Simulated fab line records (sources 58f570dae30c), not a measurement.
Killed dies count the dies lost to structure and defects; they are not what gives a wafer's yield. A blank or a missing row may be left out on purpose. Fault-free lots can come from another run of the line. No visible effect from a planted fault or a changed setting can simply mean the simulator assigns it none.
A single fault, viewed from 2 desks | flow berkeleyCmos170 | each desk holds nothing but its own numbers, with what lay behind them at the end

AT THE METROLOGY DESK
What the gauges read, lot by lot, whatever tool the lot ran on: means of the sampled wafers that have a number. The brackets show how far a lot's mean lies from the usual mean; more than 4 standard deviations puts the lot out of limits, marked OUT.
Columns: A = ACTIVE_OVL at UCB170_ACTIVE_OVL_MEAS_14, usual 3 nm
lot  | first seen here | A
L748 | day 4 18:35     | 9
L751 | day 5 06:01     | 8
L754 | day 6 04:28     | -126 (-28) OUT
L753 | day 6 04:43     | 2
L755 | day 6 08:12     | -126 (-28) OUT
L756 | day 6 08:32     | 5
L759 | day 7 01:07     | -120 (-27) OUT
L761 | day 7 11:19     | 0
L760 | day 7 11:24     | 5
L764 | day 8 03:46     | 8
L765 | day 8 13:38     | -1
L769 | day 8 21:19     | 5
L768 | day 8 21:35     | 5
L771 | day 9 16:12     | 5
This desk's finding: out of limits on L754, L755, L759; first on L754, day 6 04:28 (ACTIVE_OVL at UCB170_ACTIVE_OVL_MEAS_14). L748, L751, L753, L756, L761, L760, L764, L765, L769, L768, L771 stayed within limits.

FOR THE TOOL OWNER'S DESK: krfScanner-02
The tool's own readings at UCB170_ACTIVE_EXPOSE_10 (exposes mask ACTIVE, target cd 1200 nm): means of the sampled wafers that have a number, for each lot that ran on this tool. The brackets show how far a lot's mean lies from the usual mean; more than 4 standard deviations puts the lot out of limits, marked OUT.
Columns: A = exposureDoseMJCm2 at UCB170_ACTIVE_EXPOSE_10, usual 19.877; B = reticleTempC at UCB170_ACTIVE_EXPOSE_10, usual 23.03 C
lot  | first seen here | A      | B
L754 | day 6 03:57     | 19.883 | 23.00
L755 | day 6 07:41     | 19.884 | 22.98
L759 | day 7 00:25     | 19.884 | 23.03
Result from this desk: across the 3 lots, nothing is out of limits.

ALL TOGETHER
L754, L755, L759 would have let the metrology desk raise an alarm at day 6 04:28.
The tool owner's desk saw nothing out of limits.
On record at the tool owner's desk: L754, L755, L759, within its limits.
Every lot named ran UCB170_ACTIVE_EXPOSE_10 on krfScanner-02.

WHAT THE SIMULATOR PUT IN
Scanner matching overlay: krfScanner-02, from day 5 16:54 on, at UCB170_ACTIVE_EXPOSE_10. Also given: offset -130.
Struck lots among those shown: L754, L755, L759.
Delay in hours, fault start to first out-of-limits reading, per desk: metrology desk 12.
